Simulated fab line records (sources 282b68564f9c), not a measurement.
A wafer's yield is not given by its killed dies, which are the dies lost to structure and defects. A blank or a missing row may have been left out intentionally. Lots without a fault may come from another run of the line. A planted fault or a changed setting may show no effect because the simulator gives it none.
What tool caused it? ; flow rit_cmos ; 45 wafers from 15 lots sampled at 2 of the route's 202 steps

WHAT EACH GAUGE READ, for each wafer
Not one reading of a measure or inspect step in the record can be checked against a usual standard deviation.

WHICH TOOL RAN EACH LOT (tool, then ch and the chambers of the sampled wafers, then the start)
lot;RIT_SILICIDE_WET_ETCH_05;RIT_M1_PROBE_99
L113;wet_bench-01 ch 3, day 3 13:38;-
L115;wet_bench-01 ch 2, day 3 23:01;-
L116;wet_bench-04 ch 1, day 4 01:44;-
L118;wet_bench-04 ch 2, day 4 19:04;-
L119;wet_bench-01 ch 1, day 5 03:02;-
L120;wet_bench-03 ch 2, day 5 03:17;-
L124;wet_bench-04 ch 3, day 6 08:39;prober-01, day 6 15:14
L125;wet_bench-04 ch 0, day 6 15:06;prober-02, day 6 21:38
L126;wet_bench-03 ch 2, day 7 00:29;prober-01, day 7 07:09
L128;wet_bench-04 ch 2, day 7 06:06;-
L133;wet_bench-04 ch 0, day 8 00:11;-
L132;wet_bench-03 ch 0, day 8 02:41;-
L134;wet_bench-04 ch 1, day 8 03:05;-
L135;wet_bench-01 ch 0, day 8 04:40;-
L136;wet_bench-01 ch 2, day 8 07:25;-
- RIT_SILICIDE_WET_ETCH_05: etches Ti in SPM, time 120 s.
- RIT_M1_PROBE_99

WHAT THE TOOLS THEMSELVES READ (means of the sampled wafers that have a number; where no wafer has one, the mark that the record gives instead)
RIT_SILICIDE_WET_ETCH_05.
lot;tool;bath_guard_temp_C (C);bath_heat_duty_pct (%)
L113;wet_bench-01;89.89;12.4
L115;wet_bench-01;90.21;12.8
L116;wet_bench-04;90.55;15.0
L118;wet_bench-04;90.29;15.2
L119;wet_bench-01;90.18;12.8
L120;wet_bench-03;90.00;13.0
L124;wet_bench-04;-;-
L125;wet_bench-04;-;-
L126;wet_bench-03;-;-
L128;wet_bench-04;90.13;15.5
L133;wet_bench-04;90.29;13.6
L132;wet_bench-03;90.02;15.5
L134;wet_bench-04;90.59;13.8
L135;wet_bench-01;90.35;13.7
L136;wet_bench-01;90.33;12.8

RIT_M1_PROBE_99.
lot;tool;killed_at_contacts;killed_at_front_end;killed_dies;killed_on_rim;killed_open;killed_short
L124;prober-01;0.0;264.0;264.0;70.0;4.0;3.7
L125;prober-02;0.0;264.0;264.0;70.0;4.0;5.0
L126;prober-01;0.0;264.0;264.0;70.0;4.7;2.3

THE ANSWER, worked out from the rows above alone
Rule: the usual values come from the lots themselves. The widest of any qualifying gaps counts: lots, ordered by their means at a reading, are off when they make up no more than a third of the lots, leave a main group of 4 or more, and stand apart from it by 3 or more times the standard deviation of that group's means. A main group whose means are all the same, to the digits that the tables above print for the reading, isn't used. A lot without any number at a reading at which 4 lots or more have one is off too. Where the step has rows for the other lots, those lots are counted as sound. Order of review: gauges by route order, followed by the tools' own readings, for which a lot's mean as printed above is used. The first step at which some lot is off is used, and at that step the reading that is off furthest; a lot without a number counts as furthest.
Off: L124, L125, L126, at RIT_SILICIDE_WET_ETCH_05 (bath_guard_temp_C). Without a number there: L124, L125, L126. Main group: mean 90.24 C, sd 0.2.
If a tool, at that step or one of the process steps before it, ran each lot that is off and ran no sound lot following the first of them, it fits. Not one of the candidates tried fits.

WHAT THE SIMULATOR HAD PUT IN
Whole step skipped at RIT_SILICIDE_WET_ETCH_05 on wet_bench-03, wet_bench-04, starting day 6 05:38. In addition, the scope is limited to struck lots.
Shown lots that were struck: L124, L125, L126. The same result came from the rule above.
